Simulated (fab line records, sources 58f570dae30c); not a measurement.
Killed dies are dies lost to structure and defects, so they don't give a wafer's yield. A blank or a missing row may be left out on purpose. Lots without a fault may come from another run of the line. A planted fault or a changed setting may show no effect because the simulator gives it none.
One fault seen from 2 desks | flow berkeley_cmos170 | each desk has only its own numbers; what lay behind them comes last

THE METROLOGY DESK
What the gauges read, lot by lot, whatever tool the lot ran on: means of the sampled wafers that have a number. A lot is out of limits, marked OUT, if its mean lies more than 4 standard deviations from the usual mean; the brackets give that distance.
Columns: A = NWELL_OVL at UCB170_NWELL_OVL_MEAS_12, usual 0 nm; B = cd_nm at UCB170_GATE_CD_MEAS_90, usual 349.9 nm; C = SPACER_TEOS_THK at UCB170_SPACER_THK_MEAS_01, usual 376 nm; D = V2_TEOS_THK at UCB170_V2_THK_MEAS_01, usual 1998 nm
lot  | first seen here | A  | B     | C              | D
L281 | day 2 15:44     | 6  | 351.7 | 379            | 2014
L282 | day 2 16:13     | 3  | 349.2 | 370            | 2005
L284 | day 3 02:00     | -5 | 350.8 | 381            | 2010
L286 | day 3 13:40     | 9  | 350.7 | 377            | 1994
L287 | day 3 22:43     | -1 | 346.7 | 375            | 2001
L288 | day 4 05:01     | -2 | 350.4 | 380            | 2024
L289 | day 4 06:14     | -5 | 349.1 | 377            | 1992
L290 | day 4 06:29     | 6  | 351.9 | 377            | 1983
L291 | day 4 14:19     | -8 | 351.4 | 376            | 2005
L292 | day 4 14:30     | -6 | 349.7 | 370            | 1964
L294 | day 5 05:16     | -6 | 349.2 | 376            | 2006
L293 | day 5 05:30     | -0 | 347.0 | 377            | 1968
L299 | day 6 03:35     | 3  | 351.2 | 331 (-9.6) OUT | 1996
L303 | day 7 04:03     | -2 | 351.1 | 330 (-9.7) OUT | 2008
This desk's finding: out of limits on L299, L303; first on L299, day 10 17:25 (SPACER_TEOS_THK at UCB170_SPACER_THK_MEAS_01). In limits: L281, L282, L284, L286, L287, L288, L289, L290, L291, L292, L294, L293.

THE TOOL OWNER'S DESK: pecvd-03
The tool's own readings at UCB170_SPACER_CVD_00 (deposits SiO2 from TEOS/O2, target thk 376 nm, time 47 s): means of the sampled wafers that have a number, for each lot that ran on this tool. A lot is out of limits, marked OUT, if its mean lies more than 4 standard deviations from the usual mean; the brackets give that distance.
Columns: A = heater_power_w at UCB170_SPACER_CVD_00, usual 245 W; B = susceptor_temp_C at UCB170_SPACER_CVD_00, usual 390.01 C
lot  | first seen here | A   | B
L282 | day 8 00:17     | 220 | 389.99
L286 | day 8 15:26     | 229 | 389.94
L287 | day 9 03:18     | 235 | 390.06
L292 | day 9 21:20     | 230 | 389.99
L299 | day 10 17:22    | 226 | 389.88
L303 | day 12 00:06    | 172 | 390.07
This desk's finding: nothing out of limits on any of the 6 lots.

PUT TOGETHER
The metrology desk could have raised an alarm at day 10 17:25, on L299, L303.
The tool owner's desk saw nothing out of limits.
The tool owner's desk has L299, L303 on record, within its limits.
Of the lots named, all ran UCB170_SPACER_CVD_00 on pecvd-03.

WHAT THE SIMULATOR HAD PUT IN
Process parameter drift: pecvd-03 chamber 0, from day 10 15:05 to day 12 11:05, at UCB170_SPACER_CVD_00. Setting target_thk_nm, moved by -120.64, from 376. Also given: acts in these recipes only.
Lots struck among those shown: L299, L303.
Hours from the fault's start to each desk's first reading out of limits: the metrology desk, 2.
